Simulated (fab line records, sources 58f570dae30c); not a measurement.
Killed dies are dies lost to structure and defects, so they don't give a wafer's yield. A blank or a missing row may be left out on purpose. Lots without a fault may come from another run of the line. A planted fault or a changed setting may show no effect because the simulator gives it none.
Which tool did it? | flow berkeley_cmos170 | 15 lots, 45 wafers sampled, at 4 steps of a route of 331

WHAT THE GAUGES READ, wafer by wafer
UCB170_PLDD_TW_MEAS_11. Usual: PLDD_TW 1007, standard deviation 6.
lot  | measured     | on            | PLDD_TW        | flag
L178 | day 7 09:34  | film_metro-03 | 1012 1014 1013 |
L180 | day 7 20:47  | film_metro-02 | 999 1002 997   |
L181 | day 8 13:27  | film_metro-03 | 1011 1014 1009 |
L185 | day 8 16:50  | film_metro-02 | 1001 1001 1000 |
L186 | day 8 17:08  | film_metro-03 | 1011 1015 1017 |
L188 | day 9 18:31  | film_metro-02 | 1006 1006 1001 |
L189 | day 9 18:47  | film_metro-02 | 1009 1007 1002 |
L190 | day 9 18:13  | film_metro-01 | 1009 1007 1009 |
L191 | day 10 07:26 | film_metro-02 | 1000 1001 1000 |
L195 | day 11 04:34 | film_metro-01 | 1004 996 1008  |
L197 | day 11 05:11 | film_metro-01 | 1004 1008 1000 |
L198 | day 11 18:10 | film_metro-03 | 1016 1021 1019 |
L200 | day 11 18:27 | film_metro-01 | 1001 1001 1003 |
L199 | day 11 18:43 | film_metro-03 | 1012 1013 1015 |
L201 | day 12 04:54 | film_metro-02 | 1006 1007 1006 |

UCB170_PSD_OVL_MEAS_07. Usual: PSD_OVL 0 nm, standard deviation 6.1.
lot  | measured     | on         | PSD_OVL (nm) | flag
L178 | day 7 17:43  | overlay-02 | 0 -3 1       |
L180 | day 8 07:13  | overlay-01 | -8 -9 -7     |
L181 | day 9 02:40  | overlay-02 | -11 -9 -5    |
L185 | day 9 02:45  | overlay-01 | 4 15 8       |
L186 | day 9 02:56  | overlay-02 | -8 -14 -4    |
L188 | day 10 04:44 | overlay-01 | 0 -7 4       |
L189 | day 10 04:39 | overlay-02 | 8 9 8        |
L190 | day 10 04:22 | overlay-01 | 12 14 9      |
L191 | day 10 16:27 | overlay-01 | -4 -6 -4     |
L195 | day 11 14:50 | overlay-02 | 11 6 -2      |
L197 | day 11 15:09 | overlay-02 | -3 -6 0      |
L198 | day 12 04:20 | overlay-02 | 3 -2 1       |
L200 | day 12 03:55 | overlay-01 | -12 -9 -5    |
L199 | day 12 04:03 | overlay-02 | 2 -1 12      |
L201 | day 12 12:46 | overlay-01 | -5 -6 -4     |

WHICH TOOL RAN EACH LOT (tool, then ch and the chambers of the sampled wafers, then the start)
lot  | UCB170_PVT_STRIP_08                  | UCB170_NLDD_CLEAN_12
L178 | plasma_asher-04 ch 0,1, day 6 14:01  | wet_bench-02 ch 1, day 7 12:05
L180 | plasma_asher-01 ch 1, day 7 05:59    | wet_bench-01 ch 2, day 7 23:05
L181 | plasma_asher-04 ch 0,1, day 7 15:25  | wet_bench-03 ch 2, day 8 15:50
L185 | plasma_asher-04 ch 0,1, day 7 22:58  | wet_bench-02 ch 2, day 8 19:10
L186 | plasma_asher-02 ch 0,1, day 7 23:15  | wet_bench-02 ch 1, day 8 19:26
L188 | plasma_asher-02 ch 0,1, day 9 00:35  | wet_bench-02 ch 1, day 9 20:28
L189 | plasma_asher-01 ch 0,1, day 9 00:59  | wet_bench-02 ch 2, day 9 21:08
L190 | plasma_asher-02 ch 0,1, day 9 01:14  | wet_bench-02 ch 0, day 9 20:01
L191 | plasma_asher-02 ch 0,1, day 9 12:37  | wet_bench-02 ch 2, day 10 09:49
L195 | plasma_asher-02 ch 0,1, day 10 11:49 | wet_bench-02 ch 1, day 11 07:49
L197 | plasma_asher-02 ch 0,1, day 10 15:28 | wet_bench-01 ch 2, day 11 08:47
L198 | plasma_asher-04 ch 0,1, day 11 01:13 | wet_bench-03 ch 1, day 11 20:23
L200 | plasma_asher-02 ch 0,1, day 11 01:20 | wet_bench-03 ch 0, day 11 20:33
L199 | plasma_asher-01 ch 0,1, day 11 01:56 | wet_bench-01 ch 1, day 11 20:46
L201 | plasma_asher-01 ch 0,1, day 11 09:26 | wet_bench-02 ch 2, day 12 07:16
- UCB170_PVT_STRIP_08: strips in O2.
- UCB170_NLDD_CLEAN_12: cleans in SPM, time 600 s.

WHAT THE TOOLS THEMSELVES READ (means of the sampled wafers that have a number; where no wafer has one, the mark that the record gives instead)
UCB170_PVT_STRIP_08. Usual: drypump_motor_current_A 5.7 A, standard deviation 0.31; oes_product_au 0.734 a.u., standard deviation 0.0044; strip_time_to_endpoint_s 21.64 s, standard deviation 0.065.
lot  | tool            | drypump_motor_current_A (A) | oes_product_au (a.u.) | strip_time_to_endpoint_s (s) | flag
L178 | plasma_asher-04 | 5.8                         | 0.734                 | 21.66                        |
L180 | plasma_asher-01 | 6.0                         | 0.736                 | 21.69                        |
L181 | plasma_asher-04 | 5.7                         | 0.735                 | 21.58                        |
L185 | plasma_asher-04 | 5.9                         | 0.738                 | 21.71                        |
L186 | plasma_asher-02 | 5.2                         | 0.732                 | 21.66                        |
L188 | plasma_asher-02 | 5.4                         | 0.736                 | 21.52                        |
L189 | plasma_asher-01 | 6.0                         | 0.734                 | 21.54                        |
L190 | plasma_asher-02 | 5.4                         | 0.733                 | 21.64                        |
L191 | plasma_asher-02 | 5.4                         | 0.734                 | 21.67                        |
L195 | plasma_asher-02 | 5.3                         | 0.728                 | 21.70                        |
L197 | plasma_asher-02 | 5.3                         | 0.730                 | 21.67                        |
L198 | plasma_asher-04 | 5.9                         | 0.731                 | 21.65                        |
L200 | plasma_asher-02 | 5.3                         | 0.738                 | 21.62                        |
L199 | plasma_asher-01 | 6.0                         | 0.736                 | 21.83                        |
L201 | plasma_asher-01 | 6.0                         | 0.731                 | 21.73                        |

UCB170_NLDD_CLEAN_12. Usual: bath_guard_temp_C 120.1 C, standard deviation 0.43; bath_heat_duty_pct 13.4 %, standard deviation 1.2; temp_c 120.00 C, standard deviation 0.15.
lot  | tool         | bath_guard_temp_C (C) | bath_heat_duty_pct (%) | temp_c (C) | flag
L178 | wet_bench-02 | 120.5                 | 13.6                   | 120.14     |
L180 | wet_bench-01 | 120.4                 | 11.4                   | 119.92     |
L181 | wet_bench-03 | 120.3                 | 14.2                   | 120.03     |
L185 | wet_bench-02 | 119.5                 | 13.9                   | 119.85     |
L186 | wet_bench-02 | 120.6                 | 13.5                   | 119.86     |
L188 | wet_bench-02 | -                     | -                      | -          | OFF
L189 | wet_bench-02 | -                     | -                      | -          | OFF
L190 | wet_bench-02 | -                     | -                      | -          | OFF
L191 | wet_bench-02 | 119.5                 | 13.4                   | 120.02     |
L195 | wet_bench-02 | 120.5                 | 13.3                   | 120.05     |
L197 | wet_bench-01 | 120.4                 | 11.2                   | 119.92     |
L198 | wet_bench-03 | 119.4                 | 13.4                   | 120.06     |
L200 | wet_bench-03 | 120.1                 | 12.6                   | 119.78     |
L199 | wet_bench-01 | 119.8                 | 14.9                   | 119.82     |
L201 | wet_bench-02 | 119.8                 | 13.7                   | 120.25     |

THE ANSWER, worked out from the rows above alone
Rule: a lot is off if the mean of its wafers that have a number lies more than 3 standard deviations from the usual mean. A lot without any number at a reading at which 4 lots or more have one is off too. The other lots that the step has rows for count as sound. The gauges are gone through in route order, then the tools' own readings, and for those a lot's mean is taken as printed above. The first step at which some lot is off is used, and at that step the reading that is off furthest; a lot without a number counts as furthest.
Off: L188, L189, L190, at UCB170_NLDD_CLEAN_12 (bath_guard_temp_C). Without a number there: L188, L189, L190.
A tool fits if, at that step or a process step before it, it ran every lot that is off, and no sound lot after the first of them. None of those tried fits.

WHAT THE SIMULATOR HAD PUT IN
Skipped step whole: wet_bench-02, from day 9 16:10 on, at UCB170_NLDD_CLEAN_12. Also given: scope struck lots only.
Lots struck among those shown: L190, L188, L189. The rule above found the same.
